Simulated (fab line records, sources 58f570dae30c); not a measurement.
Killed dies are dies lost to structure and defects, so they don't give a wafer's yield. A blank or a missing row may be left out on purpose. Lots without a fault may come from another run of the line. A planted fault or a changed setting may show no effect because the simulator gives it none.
Which tool did it? | flow berkeley_cmos170 | 7 lots, 21 wafers sampled, at 2 steps of a route of 331

WHAT THE GAUGES READ, wafer by wafer
UCB170_M2_THK_MEAS_03: measures by xrf.
lot  | measured     | on            | M2_AL_THK (nm)
L130 | day 8 08:59  | film_metro-03 | 893 865 866
L131 | day 8 23:30  | film_metro-03 | 878 881 879
L133 | day 9 07:04  | film_metro-03 | 871 888 869
L136 | day 10 03:43 | film_metro-04 | 896 884 884
L138 | day 11 10:33 | film_metro-04 | 878 892 888
L146 | day 12 18:23 | film_metro-01 | 878 875 881
L149 | day 13 08:31 | film_metro-01 | 881 899 895

WHICH TOOL RAN EACH LOT (tool, then ch and the chambers of the sampled wafers, then the start)
lot  | UCB170_PWELL_WET_ETCH_19
L130 | wet_bench-04 ch 0, day 3 14:27
L131 | wet_bench-01 ch 0, day 4 00:58
L133 | wet_bench-01 ch 0, day 4 12:41
L136 | wet_bench-04 ch 2, day 4 21:08
L138 | wet_bench-01 ch 1, day 5 17:26
L146 | wet_bench-03 ch 3, day 7 03:26
L149 | wet_bench-04 ch 2, day 7 20:49
- UCB170_PWELL_WET_ETCH_19: etches Si3N4 in H3PO4, time 14400 s.

THE ANSWER, worked out from the rows above alone
Rule: what is usual is taken from the lots themselves. Put in order of their means at a reading, lots are off if they are a third of the lots or fewer, leave a main group of 4 or more, and stand apart from it by a gap of 3 or more times the standard deviation of the main group's means; of several such gaps the widest counts. A main group whose means are all the same, to the digits that the tables above print for the reading, isn't used. A lot without any number at a reading at which 4 lots or more have one is off too. The other lots that the step has rows for count as sound.
No lot is off at any reading shown: from this, nothing can be told.

WHAT THE SIMULATOR HAD PUT IN
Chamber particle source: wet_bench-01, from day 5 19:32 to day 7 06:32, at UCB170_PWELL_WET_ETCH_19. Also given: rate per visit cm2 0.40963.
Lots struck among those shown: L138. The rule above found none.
